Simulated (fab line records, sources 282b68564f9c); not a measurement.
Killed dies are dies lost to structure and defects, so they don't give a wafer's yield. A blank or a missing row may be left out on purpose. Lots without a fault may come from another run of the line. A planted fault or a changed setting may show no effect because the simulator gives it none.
A struck lot beside a sound one | flow rit_cmos | 27 steps out of a route of 202
Sound: wafers L361.1, L361.2, L361.5. Struck: wafer L367.5. (L367.1, L367.6 of the same lot were not struck and are left out.) The cause comes at the end.
At each step with rows: each side's tool, then ch and its chambers, then its first start. Under that, the readings that differ: sound wafers | struck wafers | difference of the means | sigmas: that difference in standard deviations of wafers without a fault.
alike: readings whose means differ by less than 2 such deviations, and words and numbers that are the same on both sides. not compared: withheld readings, readings that some wafer has no value for, bounds like >300 that may hide the same value, and numbers for which the record gives no deviation and whose values overlap.
The two part at a step that has a row with sigmas, a row that says differs or no value, or rows on one side only. Numbers that don't overlap but have no deviation are shown without sigmas and don't part them. A reading that every wafer of one side lacks parts them only if that side has two wafers or more.

RIT_SDANNEAL_RTA_03: time 5 s.
  sound on rtp_anneal-01 ch 0, day 4 07:25; struck on rtp_anneal-01 ch 0, day 5 15:32
  reading          | sound                | struck | difference | sigmas
  wafer_temp_C_max | 1054.0 1054.6 1055.4 | 1052.4 | -2.3       | -2
RIT_SDANNEAL_RS_MEAS_04: measures by four-point-probe.
  sound on film_metro-03, day 4 07:28; struck on film_metro-03, day 5 15:36
  alike: PSD_RS
RIT_SDANNEAL_RS_MEAS_05: measures by four-point-probe.
  sound on film_metro-03, day 4 07:35; struck on film_metro-03, day 5 15:43
  alike: NSD_RS
RIT_SDANNEAL_RS_MEAS_06: measures by four-point-probe.
  sound on film_metro-03, day 4 07:43; struck on film_metro-03, day 5 15:50
  alike: PLDD_RS
RIT_SDANNEAL_RS_MEAS_07: measures by four-point-probe.
  sound on film_metro-03, day 4 07:50; struck on film_metro-03, day 5 15:58
  alike: NLDD_RS
then, 1 step without rows for these wafers: RIT_SILICIDE_WET_ETCH_00 (etches SiO2 in BOE, target depth 14 nm, time 15 s).
RIT_SILICIDE_SPUTTER_01: material Ti, target thk 30 nm, time 240 s.
  sound on pvd_sputter-01, day 4 07:58; struck on pvd_sputter-01, day 5 16:05
  alike: throttle_valve_pct
RIT_SILICIDE_RS_MEAS_02: measures by four-point-probe.
  sound on film_metro-02, day 4 08:07; struck on film_metro-04, day 5 16:14
  alike: SILICIDE_TI_RS
RIT_SILICIDE_THK_MEAS_03: measures by xrf.
  sound on film_metro-02, day 4 08:14; struck on film_metro-04, day 5 16:22
  alike: SILICIDE_TI_THK
RIT_SILICIDE_RTA_04: time 10.45 s, ramp up 5 s, ramp down 5 s.
  sound on rtp_anneal-02 ch 0, day 4 08:17; struck on rtp_anneal-02 ch 0, day 5 16:25
  alike: wafer_temp_C_max
then, 1 step without rows for these wafers: RIT_SILICIDE_WET_ETCH_05 (etches Ti in SPM, time 120 s).
RIT_SILICIDE_RTA_06: time 10 s, ramp up 5 s, ramp down 10 s.
  sound on rtp_anneal-01 ch 0, day 4 08:25; struck on rtp_anneal-01 ch 0, day 5 16:32
  alike: wafer_temp_C_max
RIT_CONTACT_CVD_00: deposits SiO2 from TEOS, target thk 400 nm, time 61 s.
  sound on pecvd-03 ch 0,1,2, day 4 08:32; struck on pecvd-03 ch 0, day 5 16:36
  reading                                  | sound           | struck | difference | sigmas
  model.SiO2_of_CONTACT_CVD_00.thk_nm (nm) | 405.6 403.4 410 | 566.1  | +159.8     |
  alike: heater_power_w, rf_fwd_power_W
RIT_CONTACT_THK_MEAS_01:
  sound on film_metro-01, day 4 08:35; struck on film_metro-03, day 5 16:52
  reading               | sound       | struck | difference | sigmas
  CONTACT_TEOS_THK (nm) | 406 403 410 | 566    | +160       | +28
  not compared: hold
then, 5 steps without rows for these wafers: RIT_CONTACT_COAT_03 (resist thk 1000 nm); RIT_CONTACT_SOFTBAKE_04 (time 60 s); RIT_CONTACT_EXPOSE_05 (exposes mask M11, target cd 1000 nm); RIT_CONTACT_PEB_06; RIT_CONTACT_DEVELOP_07 (develop time 124.3 s).
RIT_CONTACT_CD_MEAS_08: target cd 1000 nm.
  sound on cd_sem-01, day 4 09:45; struck on cd_sem-02, day 5 19:32
  alike: cd_nm
RIT_CONTACT_OVL_MEAS_09:
  sound on overlay-01, day 4 09:52; struck on overlay-02, day 5 19:40
  alike: CONTACT_OVL
then, 1 step without rows for these wafers: RIT_CONTACT_HARDBAKE_10 (time 60 s).
RIT_CONTACT_ETCH_11: etches SiO2 in CHF3/CF4/Ar, stops on TiSi2, target depth 480 nm, time 320 s.
  sound on rie_diel-03 ch 1,3, day 4 10:04; struck on rie_diel-03 ch 1, day 5 19:52
  reading                             | sound           | struck | difference | sigmas
  throttle_valve_pct (%)              | 9.09 8.69 8.69  | 9.07   | +0.25      | +2
  model.etch.depth_nm (nm)            | 405.6 403.4 410 | 491.4  | +85.1      |
  model.CONTACT.feature_depth_nm (nm) | 405.6 403.4 410 | 491.4  | +85.1      |
  alike: CHF3_flow_sccm, cf4_flow_sccm, drypump_motor_current_A, mfc_ar_sccm, oes_product_au, rf_fwd_power_W
  not compared: rf_hours_counter_h
RIT_CONTACT_STRIP_12: strips in O2, time 180 s.
  sound on plasma_asher-02 ch 0,1, day 4 10:15; struck on plasma_asher-03 ch 0, day 5 20:20
  alike: drypump_motor_current_A, rf_refl_power_W
  not compared: rf_hours_counter_h
RIT_CONTACT_CD_MEAS_90: target cd 1000 nm.
  sound on cd_sem-02, day 4 10:26; struck on cd_sem-01, day 5 20:31
  alike: cd_nm
RIT_CONTACT_CLEAN_13: cleans in SC1, time 600 s.
  sound on wet_bench-01 ch 1, day 4 10:33; struck on wet_bench-02 ch 0, day 5 20:38
  reading                                  | sound             | struck | difference | sigmas
  model.SiO2_of_CONTACT_CVD_00.thk_nm (nm) | 401.5 399.2 405.8 | 561.9  | +159.7     |
then, 1 step without rows for these wafers: RIT_CONTACT_CLEAN_14 (cleans in SC2, time 600 s).

WHERE THEY PART
First at RIT_SDANNEAL_RTA_03; last, within this record, at RIT_CONTACT_ETCH_11. Later steps at which nothing parts them and some readings are alike: RIT_CONTACT_STRIP_12, RIT_CONTACT_CD_MEAS_90.

WHY: what the simulator had put in
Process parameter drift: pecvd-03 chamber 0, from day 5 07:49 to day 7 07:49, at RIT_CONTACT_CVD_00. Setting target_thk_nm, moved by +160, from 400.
